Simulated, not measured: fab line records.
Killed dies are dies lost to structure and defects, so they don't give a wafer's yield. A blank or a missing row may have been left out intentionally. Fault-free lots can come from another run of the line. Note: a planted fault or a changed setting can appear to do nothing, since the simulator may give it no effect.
Which tool did it? :: flow berkeley_cmos170 :: Sampling: 14 lots, 42 wafers, 4 of 331 route steps

== WHAT THE GAUGES READ, wafer by wafer ==
UCB170_CONTACT_CD_MEAS_90 targets a cd of 700 nm. Usual: cd_nm 700.2 nm, standard deviation 1.6.
lot: L343
measured: day 7 23:44
on: cd_sem-01
cd_nm (nm): 698.3 699.9 700.5
flag: 

lot: L344
measured: day 8 04:01
on: cd_sem-02
cd_nm (nm): 700.2 700.3 700.5
flag: 

lot: L345
measured: day 8 14:41
on: cd_sem-01
cd_nm (nm): 701.3 701.3 701.5
flag: 

lot: L348
measured: day 8 22:18
on: cd_sem-01
cd_nm (nm): 699.4 699.8 699.6
flag: 

lot: L346
measured: day 8 22:36
on: cd_sem-01
cd_nm (nm): 699.6 700.9 697.6
flag: 

lot: L347
measured: day 9 00:14
on: cd_sem-01
cd_nm (nm): 700.2 701.3 701.3
flag: 

lot: L351
measured: day 9 14:47
on: cd_sem-01
cd_nm (nm): 700.0 698.4 698.6
flag: 

lot: L349
measured: day 9 17:26
on: cd_sem-01
cd_nm (nm): 702.4 701.1 701.4
flag: 

lot: L353
measured: day 10 12:21
on: cd_sem-01
cd_nm (nm): 699.8 697.9 699.3
flag: 

lot: L355
measured: day 10 20:26
on: cd_sem-02
cd_nm (nm): 699.2 700.3 700.9
flag: 

lot: L362
measured: day 12 22:20
on: cd_sem-01
cd_nm (nm): 699.8 698.1 698.8
flag: 

lot: L363
measured: day 13 12:08
on: cd_sem-02
cd_nm (nm): 702.2 701.4 702.6
flag: 

lot: L366
measured: day 13 17:25
on: cd_sem-01
cd_nm (nm): 701.0 701.3 701.2
flag: 

lot: L365
measured: day 13 18:28
on: cd_sem-02
cd_nm (nm): 698.5 699.9 698.4
flag: 

== EACH LOT AND THE TOOL THAT RAN IT (in order: tool; ch and the chambers of the sampled wafers; start) ==
lot: L343
UCB170_SILICIDE_RTA_04: rtp_anneal-01 ch 0, day 7 18:33
UCB170_CONTACT_CLEAN_00: wet_bench-01 ch 3, day 7 18:39
UCB170_CONTACT_STRIP_19: plasma_asher-01 ch 0,1, day 7 23:38

lot: L344
UCB170_SILICIDE_RTA_04: rtp_anneal-01 ch 0, day 7 20:36
UCB170_CONTACT_CLEAN_00: wet_bench-01 ch 1, day 7 20:40
UCB170_CONTACT_STRIP_19: plasma_asher-02 ch 0,1, day 8 03:55

lot: L345
UCB170_SILICIDE_RTA_04: rtp_anneal-01 ch 0, day 8 10:17
UCB170_CONTACT_CLEAN_00: wet_bench-01 ch 1, day 8 10:22
UCB170_CONTACT_STRIP_19: plasma_asher-01 ch 0,1, day 8 14:34

lot: L348
UCB170_SILICIDE_RTA_04: rtp_anneal-02 ch 0, day 8 18:06
UCB170_CONTACT_CLEAN_00: wet_bench-01 ch 0, day 8 18:12
UCB170_CONTACT_STRIP_19: plasma_asher-01 ch 0,1, day 8 22:10

lot: L346
UCB170_SILICIDE_RTA_04: rtp_anneal-01 ch 0, day 8 18:19
UCB170_CONTACT_CLEAN_00: wet_bench-01 ch 0, day 8 18:24
UCB170_CONTACT_STRIP_19: plasma_asher-02 ch 0,1, day 8 22:30

lot: L347
UCB170_SILICIDE_RTA_04: rtp_anneal-02 ch 0, day 8 18:28
UCB170_CONTACT_CLEAN_00: wet_bench-02 ch 0, day 8 18:34
UCB170_CONTACT_STRIP_19: plasma_asher-01 ch 0,1, day 9 00:05

lot: L351
UCB170_SILICIDE_RTA_04: rtp_anneal-01 ch 0, day 9 10:31
UCB170_CONTACT_CLEAN_00: wet_bench-01 ch 3, day 9 10:36
UCB170_CONTACT_STRIP_19: plasma_asher-01 ch 0,1, day 9 14:41

lot: L349
UCB170_SILICIDE_RTA_04: rtp_anneal-01 ch 0, day 9 11:02
UCB170_CONTACT_CLEAN_00: wet_bench-01 ch 2, day 9 11:09
UCB170_CONTACT_STRIP_19: plasma_asher-01 ch 0,1, day 9 17:19

lot: L353
UCB170_SILICIDE_RTA_04: rtp_anneal-02 ch 0, day 10 05:23
UCB170_CONTACT_CLEAN_00: wet_bench-01 ch 3, day 10 05:29
UCB170_CONTACT_STRIP_19: plasma_asher-01 ch 0,1, day 10 12:14

lot: L355
UCB170_SILICIDE_RTA_04: rtp_anneal-02 ch 0, day 10 12:31
UCB170_CONTACT_CLEAN_00: wet_bench-01 ch 0, day 10 12:35
UCB170_CONTACT_STRIP_19: plasma_asher-04 ch 0,1, day 10 20:19

lot: L362
UCB170_SILICIDE_RTA_04: rtp_anneal-01 ch 0, day 12 15:20
UCB170_CONTACT_CLEAN_00: wet_bench-02 ch 2, day 12 17:41
UCB170_CONTACT_STRIP_19: plasma_asher-01 ch 0,1, day 12 22:14

lot: L363
UCB170_SILICIDE_RTA_04: rtp_anneal-02 ch 0, day 13 03:19
UCB170_CONTACT_CLEAN_00: wet_bench-02 ch 0, day 13 03:41
UCB170_CONTACT_STRIP_19: plasma_asher-04 ch 0,1, day 13 12:02

lot: L366
UCB170_SILICIDE_RTA_04: rtp_anneal-01 ch 0, day 13 11:02
UCB170_CONTACT_CLEAN_00: wet_bench-01 ch 1, day 13 11:20
UCB170_CONTACT_STRIP_19: plasma_asher-02 ch 0,1, day 13 17:17

lot: L365
UCB170_SILICIDE_RTA_04: rtp_anneal-01 ch 0, day 13 11:30
UCB170_CONTACT_CLEAN_00: wet_bench-01 ch 0, day 13 11:46
UCB170_CONTACT_STRIP_19: plasma_asher-04 ch 0,1, day 13 18:22
- UCB170_SILICIDE_RTA_04: time 15 s.
- UCB170_CONTACT_CLEAN_00: cleans in SPM, time 600 s.
- UCB170_CONTACT_STRIP_19: strips in O2.

== WHAT THE TOOLS THEMSELVES READ (means of the sampled wafers that have a number; where no wafer has one, the mark that the record gives instead) ==
UCB170_SILICIDE_RTA_04. Usual: lamp_power_pct 11.2 %, standard deviation 0.42; wafer_temp_C_max 652.6, standard deviation 0.74.
lot: L343
tool: rtp_anneal-01
lamp_power_pct (%): 11.6
wafer_temp_C_max: 653.2
flag: 

lot: L344
tool: rtp_anneal-01
lamp_power_pct (%): 11.6
wafer_temp_C_max: 653.3
flag: 

lot: L345
tool: rtp_anneal-01
lamp_power_pct (%): 11.6
wafer_temp_C_max: 654.0
flag: 

lot: L348
tool: rtp_anneal-02
lamp_power_pct (%): 10.8
wafer_temp_C_max: 652.1
flag: 

lot: L346
tool: rtp_anneal-01
lamp_power_pct (%): 11.6
wafer_temp_C_max: 652.8
flag: 

lot: L347
tool: rtp_anneal-02
lamp_power_pct (%): 10.8
wafer_temp_C_max: 652.4
flag: 

lot: L351
tool: rtp_anneal-01
lamp_power_pct (%): 11.6
wafer_temp_C_max: 652.7
flag: 

lot: L349
tool: rtp_anneal-01
lamp_power_pct (%): 11.6
wafer_temp_C_max: 653.1
flag: 

lot: L353
tool: rtp_anneal-02
lamp_power_pct (%): 10.8
wafer_temp_C_max: 652.2
flag: 

lot: L355
tool: rtp_anneal-02
lamp_power_pct (%): 10.8
wafer_temp_C_max: 651.7
flag: 

lot: L362
tool: rtp_anneal-01
lamp_power_pct (%): 11.6
wafer_temp_C_max: 653.4
flag: 

lot: L363
tool: rtp_anneal-02
lamp_power_pct (%): 10.7
wafer_temp_C_max: 652.1
flag: 

lot: L366
tool: rtp_anneal-01
lamp_power_pct (%): 11.6
wafer_temp_C_max: 652.8
flag: 

lot: L365
tool: rtp_anneal-01
lamp_power_pct (%): 11.6
wafer_temp_C_max: 653.4
flag: 

UCB170_CONTACT_CLEAN_00. Usual: bath_guard_temp_C 120.1 C, standard deviation 0.51; bath_heat_duty_pct 13.1 %, standard deviation 1.7.
lot: L343
tool: wet_bench-01
bath_guard_temp_C (C): 120.5
bath_heat_duty_pct (%): 13.9
flag: 

lot: L344
tool: wet_bench-01
bath_guard_temp_C (C): 121.0
bath_heat_duty_pct (%): 12.8
flag: 

lot: L345
tool: wet_bench-01
bath_guard_temp_C (C): 121.0
bath_heat_duty_pct (%): 12.7
flag: 

lot: L348
tool: wet_bench-01
bath_guard_temp_C (C): 119.9
bath_heat_duty_pct (%): 10.8
flag: 

lot: L346
tool: wet_bench-01
bath_guard_temp_C (C): 119.9
bath_heat_duty_pct (%): 10.4
flag: 

lot: L347
tool: wet_bench-02
bath_guard_temp_C (C): 119.8
bath_heat_duty_pct (%): 16.9
flag: 

lot: L351
tool: wet_bench-01
bath_guard_temp_C (C): 120.5
bath_heat_duty_pct (%): 12.4
flag: 

lot: L349
tool: wet_bench-01
bath_guard_temp_C (C): 119.3
bath_heat_duty_pct (%): 13.0
flag: 

lot: L353
tool: wet_bench-01
bath_guard_temp_C (C): -
bath_heat_duty_pct (%): -
flag: OFF

lot: L355
tool: wet_bench-01
bath_guard_temp_C (C): -
bath_heat_duty_pct (%): -
flag: OFF

lot: L362
tool: wet_bench-02
bath_guard_temp_C (C): 120.0
bath_heat_duty_pct (%): 14.7
flag: 

lot: L363
tool: wet_bench-02
bath_guard_temp_C (C): 119.6
bath_heat_duty_pct (%): 15.1
flag: 

lot: L366
tool: wet_bench-01
bath_guard_temp_C (C): 121.0
bath_heat_duty_pct (%): 12.4
flag: 

lot: L365
tool: wet_bench-01
bath_guard_temp_C (C): 120.0
bath_heat_duty_pct (%): 10.5
flag: 

UCB170_CONTACT_STRIP_19. Usual: drypump_motor_current_A 6.0 A, standard deviation 0.5; oes_product_au 0.725 a.u., standard deviation 0.0048.
lot: L343
tool: plasma_asher-01
drypump_motor_current_A (A): 5.9
oes_product_au (a.u.): 0.727
flag: 

lot: L344
tool: plasma_asher-02
drypump_motor_current_A (A): 6.0
oes_product_au (a.u.): 0.726
flag: 

lot: L345
tool: plasma_asher-01
drypump_motor_current_A (A): 5.5
oes_product_au (a.u.): 0.722
flag: 

lot: L348
tool: plasma_asher-01
drypump_motor_current_A (A): 5.5
oes_product_au (a.u.): 0.728
flag: 

lot: L346
tool: plasma_asher-02
drypump_motor_current_A (A): 6.0
oes_product_au (a.u.): 0.724
flag: 

lot: L347
tool: plasma_asher-01
drypump_motor_current_A (A): 5.9
oes_product_au (a.u.): 0.728
flag: 

lot: L351
tool: plasma_asher-01
drypump_motor_current_A (A): 5.5
oes_product_au (a.u.): 0.725
flag: 

lot: L349
tool: plasma_asher-01
drypump_motor_current_A (A): 5.5
oes_product_au (a.u.): 0.719
flag: 

lot: L353
tool: plasma_asher-01
drypump_motor_current_A (A): 5.5
oes_product_au (a.u.): 0.724
flag: 

lot: L355
tool: plasma_asher-04
drypump_motor_current_A (A): 6.3
oes_product_au (a.u.): 0.723
flag: 

lot: L362
tool: plasma_asher-01
drypump_motor_current_A (A): 5.5
oes_product_au (a.u.): 0.730
flag: 

lot: L363
tool: plasma_asher-04
drypump_motor_current_A (A): 6.4
oes_product_au (a.u.): 0.721
flag: 

lot: L366
tool: plasma_asher-02
drypump_motor_current_A (A): 6.3
oes_product_au (a.u.): 0.727
flag: 

lot: L365
tool: plasma_asher-04
drypump_motor_current_A (A): 6.4
oes_product_au (a.u.): 0.729
flag: 

== THE ANSWER, worked out from the rows above alone ==
Rule: a lot counts as off when the mean over its wafers that have a number is more than 3 standard deviations away from the usual mean. Also off: a lot with no number at a reading for which 4 or more lots have one. All remaining lots with rows at the step are treated as sound. First the gauges in route order, then the tools' own readings, where a lot's mean is used as printed above. The first step at which some lot is off is used, and at that step the reading that is off furthest; a lot without a number counts as furthest.
Off: L353, L355, at UCB170_CONTACT_CLEAN_00 (bath_guard_temp_C). Without a number there: L353, L355.
A tool fits if, at that step or a process step before it, it ran every lot that is off, and no sound lot after the first of them. No candidate that was tried fits.

== WHAT HAD BEEN PUT IN BY THE SIMULATOR ==
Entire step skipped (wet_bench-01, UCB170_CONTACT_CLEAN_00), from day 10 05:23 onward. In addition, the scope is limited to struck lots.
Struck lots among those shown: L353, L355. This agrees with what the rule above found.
